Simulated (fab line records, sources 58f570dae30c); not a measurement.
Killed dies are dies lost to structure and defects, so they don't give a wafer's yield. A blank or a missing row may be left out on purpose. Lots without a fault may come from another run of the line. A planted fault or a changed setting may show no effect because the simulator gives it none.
One fault seen from 2 desks | flow berkeley_cmos170 | each desk has only its own numbers; what lay behind them comes last

THE TOOL OWNER'S DESK: rie_metal-04
The tool's own readings at UCB170_M1_METAL_ETCH_12 (etches Al in Cl2/BCl3, stops on PSG, target depth 780 nm, time 130 s): means of the sampled wafers that have a number, for each lot that ran on this tool. A lot is out of limits, marked OUT, if its mean lies more than 4 standard deviations from the usual mean; the brackets give that distance.
Columns: A = chamber_pressure_mTorr at UCB170_M1_METAL_ETCH_12, usual 11.999 mTorr; B = drypump_motor_current_A at UCB170_M1_METAL_ETCH_12, usual 5.7 A; C = oes_product_au at UCB170_M1_METAL_ETCH_12, usual 0.852 a.u.; D = throttle_valve_pct at UCB170_M1_METAL_ETCH_12, usual 24.34 %
lot  | first seen here | A                        | B   | C     | D
L288 | day 8 05:30     | 11.999                   | 5.9 | 0.845 | 24.17
L295 | day 9 17:12     | 11.999                   | 5.9 | 0.852 | 24.21
L296 | day 10 04:41    | 18.006 (+99 or more) OUT | 5.9 | 0.861 | 24.28
L299 | day 10 21:04    | 17.991 (+99 or more) OUT | 5.9 | 0.860 | 24.27
This desk's finding: out of limits on L296, L299; first on L296, day 10 04:41 (chamber_pressure_mTorr at UCB170_M1_METAL_ETCH_12). In limits: L288, L295.

THE METROLOGY DESK
What the gauges read, lot by lot, whatever tool the lot ran on: means of the sampled wafers that have a number. A lot is out of limits, marked OUT, if its mean lies more than 4 standard deviations from the usual mean; the brackets give that distance.
Columns: A = SILICIDE_TI_RS at UCB170_SILICIDE_RS_MEAS_02, usual 26.2 ohm/sq; B = M1_AL_RS at UCB170_M1_RS_MEAS_01, usual 0.0486 ohm/sq
lot  | first seen here | A    | B
L288 | day 7 19:57     | 26.1 | 0.0492
L290 | day 8 07:15     | 26.6 | 0.0484
L289 | day 8 07:55     | 26.3 | 0.0489
L291 | day 8 19:41     | 25.7 | 0.0491
L293 | day 8 20:32     | 26.6 | 0.0487
L295 | day 9 10:22     | 26.3 | 0.0485
L296 | day 9 20:42     | 26.0 | 0.0483
L301 | day 10 12:38    | 26.4 | 0.0480
L299 | day 10 12:41    | 26.1 | 0.0489
L304 | day 11 04:09    | 26.1 | 0.0483
L303 | day 11 04:22    | 26.1 | 0.0486
L307 | day 11 17:13    | 26.1 | 0.0489
L308 | day 11 17:13    | 26.2 | 0.0485
L309 | day 12 10:05    | 26.5 | 0.0488
This desk's finding: nothing out of limits on any of the 14 lots.

PUT TOGETHER
The tool owner's desk could have raised an alarm at day 10 04:41, on L296, L299.
The metrology desk saw nothing out of limits.
The metrology desk has L296, L299 on record, within its limits.
Of the lots named, all ran UCB170_M1_METAL_ETCH_12 on rie_metal-04.

WHAT THE SIMULATOR HAD PUT IN
Process parameter drift: rie_metal-04, from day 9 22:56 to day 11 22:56, at UCB170_M1_METAL_ETCH_12. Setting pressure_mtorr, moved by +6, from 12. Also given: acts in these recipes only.
Lots struck among those shown: L296, L299.
Hours from the fault's start to each desk's first reading out of limits: the tool owner's desk, 6.
